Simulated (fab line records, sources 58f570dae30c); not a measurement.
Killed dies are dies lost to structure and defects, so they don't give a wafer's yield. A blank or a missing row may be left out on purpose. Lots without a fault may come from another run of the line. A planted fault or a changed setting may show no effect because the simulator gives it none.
Which tool did it? | flow berkeley_cmos170 | 14 lots, 42 wafers sampled, at 1 step of a route of 331

WHAT THE GAUGES READ, wafer by wafer
UCB170_SILICIDE_THK_MEAS_03: measures by xrf. Usual: SILICIDE_TI_THK 29.5 nm, standard deviation 0.45.
lot  | measured     | on            | SILICIDE_TI_THK (nm) | flag
L130 | day 7 16:50  | film_metro-01 | 29.1 29.5 29.3       |
L131 | day 8 06:41  | film_metro-04 | 29.6 29.9 29.6       |
L132 | day 8 07:23  | film_metro-04 | 29.5 29.3 29.7       |
L135 | day 8 21:45  | film_metro-04 | 29.3 29.7 29.8       |
L136 | day 9 09:17  | film_metro-04 | 29.4 30.0 29.5       |
L137 | day 9 09:20  | film_metro-03 | 28.5 28.6 28.2       |
L140 | day 9 09:56  | film_metro-03 | 29.1 29.9 29.9       |
L139 | day 9 09:56  | film_metro-01 | 29.1 29.3 29.2       |
L141 | day 10 13:15 | film_metro-04 | 29.7 29.3 29.6       |
L143 | day 10 13:28 | film_metro-01 | 29.3 29.4 29.5       |
L142 | day 10 13:44 | film_metro-04 | 29.4 29.2 29.1       |
L144 | day 10 14:10 | film_metro-01 | 29.9 30.4 30.1       |
L146 | day 11 06:53 | film_metro-03 | 29.6 29.9 29.5       |
L145 | day 11 07:14 | film_metro-04 | 29.4 29.5 29.1       |

WHICH TOOL RAN EACH LOT (tool, then ch and the chambers of the sampled wafers, then the start)
The record holds no process step before these readings.

WHAT THE TOOLS THEMSELVES READ (means of the sampled wafers that have a number; where no wafer has one, the mark that the record gives instead)
The record holds no such reading with a usual standard deviation.

THE ANSWER, worked out from the rows above alone
Rule: a lot is off if the mean of its wafers that have a number lies more than 3 standard deviations from the usual mean. A lot without any number at a reading at which 4 lots or more have one is off too. The other lots that the step has rows for count as sound. The gauges are gone through in route order, then the tools' own readings, and for those a lot's mean is taken as printed above. The first step at which some lot is off is used, and at that step the reading that is off furthest; a lot without a number counts as furthest.
No lot is off at any reading shown: from this, nothing can be told.

WHAT THE SIMULATOR HAD PUT IN
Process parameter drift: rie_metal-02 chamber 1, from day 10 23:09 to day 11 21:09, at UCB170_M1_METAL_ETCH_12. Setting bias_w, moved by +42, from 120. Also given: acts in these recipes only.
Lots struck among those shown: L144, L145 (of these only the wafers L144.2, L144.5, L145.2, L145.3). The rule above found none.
